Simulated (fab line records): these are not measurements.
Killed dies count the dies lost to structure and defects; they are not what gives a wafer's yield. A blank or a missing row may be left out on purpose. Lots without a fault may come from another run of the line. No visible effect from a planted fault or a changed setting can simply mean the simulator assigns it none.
One fault through the eyes of 2 desks + flow rit_cmos + what lay behind the numbers comes last; until then each desk has only its own

## FOR THE TOOL OWNER'S DESK: rie_diel-03
The tool's own readings at RIT_SPACER_ETCHBACK_05 (etches Si3N4 in SF6/CHF3, stops on SiO2, target depth 250 nm, time 230.9 s): means of the sampled wafers that have a number, for each lot that ran on this tool. A lot is out of limits, marked OUT, if its mean lies more than 4 standard deviations from the usual mean; the brackets give that distance.
Columns: A = SF6_flow_sccm at RIT_SPACER_ETCHBACK_05, usual 29.99 sccm; B = drypump_motor_current_A at RIT_SPACER_ETCHBACK_05, usual 5.8 A; C = oes_product_au at RIT_SPACER_ETCHBACK_05, usual 0.869 a.u.; D = rf_fwd_power_W at RIT_SPACER_ETCHBACK_05, usual 249.2 W; E = throttle_valve_pct at RIT_SPACER_ETCHBACK_05, usual 10.29 %
| lot  | first seen here | A     | B   | C     | D               | E     |
|------|-----------------|-------|-----|-------|-----------------|-------|
| L445 | day 4 09:26     | 29.91 | 6.0 | 0.869 | 289.2 (+51) OUT | 10.23 |
| L448 | day 4 23:34     | 29.96 | 6.0 | 0.852 | 288.8 (+51) OUT | 10.20 |
| L461 | day 7 22:17     | 30.02 | 6.1 | 0.871 | 249.4           | 10.23 |
Finding of this desk: L445, L448 out of limits; the first was L445 at day 4 09:26, on rf_fwd_power_W at RIT_SPACER_ETCHBACK_05. Within limits: L461.

## AT THE METROLOGY DESK
What the gauges read, lot by lot, whatever tool the lot ran on: means of the sampled wafers that have a number. A lot is out of limits, marked OUT, if its mean lies more than 4 standard deviations from the usual mean; the brackets give that distance. Of its 10 readings 7 are shown: those that lie furthest out on some lot.
Columns: A = PLDD_OVL at RIT_PLDD_OVL_MEAS_06, usual -0.7 nm; B = PLDD_TW at RIT_PLDD_TW_MEAS_10, usual 2330; C = NSD_OVL at RIT_NSD_OVL_MEAS_06, usual -1.5 nm; D = NSD_TW at RIT_NSD_TW_MEAS_10, usual 3100; E = PSD_OVL at RIT_PSD_OVL_MEAS_06, usual -0.6 nm; F = PSD_TW at RIT_PSD_TW_MEAS_10, usual 3402; G = NSD_RS at RIT_SDANNEAL_RS_MEAS_05, usual 84.5 ohm/sq
| lot  | first seen here | A    | B    | C    | D    | E    | F    | G    |
|------|-----------------|------|------|------|------|------|------|------|
| L444 | day 4 00:05     | -1.8 | 2306 | -0.9 | 3110 | -0.6 | 3415 | 84.7 |
| L445 | day 4 06:32     | -0.6 | 2338 | -0.8 | 3077 | 0.1  | 3431 | 84.7 |
| L448 | day 4 20:29     | -2.4 | 2343 | -0.2 | 3109 | -2.2 | 3417 | 84.7 |
| L459 | day 7 05:47     | 1.4  | 2341 | -3.8 | 3068 | -2.0 | 3390 | 84.7 |
| L460 | day 7 10:55     | -1.5 | 2324 | -1.3 | 3108 | 0.6  | 3436 | 84.6 |
| L461 | day 7 18:04     | -1.9 | 2315 | -3.8 | 3108 | -0.5 | 3421 | 83.7 |
This desk's verdict: no lot among the 6 shows anything out of limits.

## TAKEN TOGETHER
The tool owner's desk had the chance to raise an alarm at day 4 09:26 on L445, L448.
At the metrology desk, nothing out of limits was observed.
The metrology desk has L445, L448 on record, within its limits.
All the named lots went through RIT_SPACER_ETCHBACK_05 on rie_diel-03.

## WHAT THE SIMULATOR HAD INSERTED
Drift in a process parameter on rie_diel-03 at RIT_SPACER_ETCHBACK_05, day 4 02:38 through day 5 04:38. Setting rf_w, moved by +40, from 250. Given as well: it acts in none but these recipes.
Struck lots among those shown: L445, L448.
Delay in hours, fault start to first out-of-limits reading, by desk: the tool owner's desk at 7.
